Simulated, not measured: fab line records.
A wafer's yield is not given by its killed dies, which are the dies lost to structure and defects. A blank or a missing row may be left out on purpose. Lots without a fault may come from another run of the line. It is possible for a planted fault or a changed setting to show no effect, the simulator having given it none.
A struck lot beside a sound one :: flow berkeleyCmos170 :: 13 steps out of a route of 331
Sound: the wafers L145.2, L145.3, L145.5. The struck wafers were L155.3, L155.4, L155.5. At the end, the cause is stated.
Per side, at each step with rows, come the tool, then ch with its chambers, and then its first start. Under that, the readings that differ: sound wafers :: struck wafers :: difference of the means :: sigmas: that difference in standard deviations of wafers without a fault.
alike: same words and numbers on both sides, and readings whose means sit less than 2 such deviations apart. not compared: any withheld reading, any reading some wafer has no value for, any bound like >300 that may hide the same value, and any number with overlapping values for which the record gives no deviation.
A row with sigmas, a row that says differs or no value, or rows on one side alone: a step with any of these is where the two part. Non-overlapping numbers with no deviation appear without sigmas and do not part them. A reading missing from all wafers of one side parts the sides only when that side holds two or more wafers.

first, 1 step without rows for these wafers: UCB170_PFIELD_IMPLANT_07.
UCB170_PFIELD_STRIP_08: strips in O2.
  sound on plasmaAsher-03 ch 0, day 7 04:52; struck on plasmaAsher-04 ch 0,1, day 9 16:39
reading: drypumpMotorCurrentA (A)
sound: 5.4 5.5 5.5
struck: 6.7 6.5 6.5
difference: +1.1
sigmas: +2
  alike: oesProductAu, stripTimeToEndpointS
  not compared: rfHoursCounterH
UCB170_PFIELD_TW_MEAS_09:
  sound: filmMetro-04 at day 7 04:58; struck: filmMetro-04 at day 9 16:44
  alike: PFIELD_TW
then, 2 steps without rows for these wafers: UCB170_FIELD_CLEAN_00 (cleans in dHF, time 7.5 s); UCB170_FIELD_OXIDATION_01 (target thk 558.3 nm, ox time 7492 s).
UCB170_FIELD_THK_MEAS_02:
  sound: filmMetro-01 at day 7 11:10; struck: filmMetro-04 at day 9 20:26
  alike: FIELD_OXIDE_THK
then, 4 steps without rows for these wafers: UCB170_FIELD_ANNEAL_03 (time 1200 s); UCB170_FIELD_WET_ETCH_04 (etches SiO2 in dHF, time 60 s); UCB170_FIELD_WET_ETCH_05 (etches Si3N4 in H3PO4, time 12600 s); UCB170_FIELD_WET_ETCH_06 (etches SiO2 in BOE, time 22 s).
UCB170_FIELD_THK_MEAS_90:
  sound: filmMetro-01 at day 7 18:53; struck: filmMetro-04 at day 10 06:55
  alike: FIELD_OXIDE_LEFT_1_THK
then, 1 step without rows for these wafers: UCB170_SACOX_CLEAN_00 (cleans in dHF, time 7.5 s).
UCB170_SACOX_OXIDATION_01: target thk 14.4 nm, ox time 2400 s.
  sound on furnace-02 ch 0, day 7 21:26; struck on furnace-04, day 10 12:23
  no value came back on the struck wafers for any of 5 readings (oxTempC (C), oxTempCMax and others); on the sound wafers oxTempC (C) reads 899.7 900.9 899.8

WHERE THEY PART
Last at UCB170_SACOX_OXIDATION_01 as far as this record goes, first at UCB170_PFIELD_STRIP_08.

WHY: whatever the simulator had introduced
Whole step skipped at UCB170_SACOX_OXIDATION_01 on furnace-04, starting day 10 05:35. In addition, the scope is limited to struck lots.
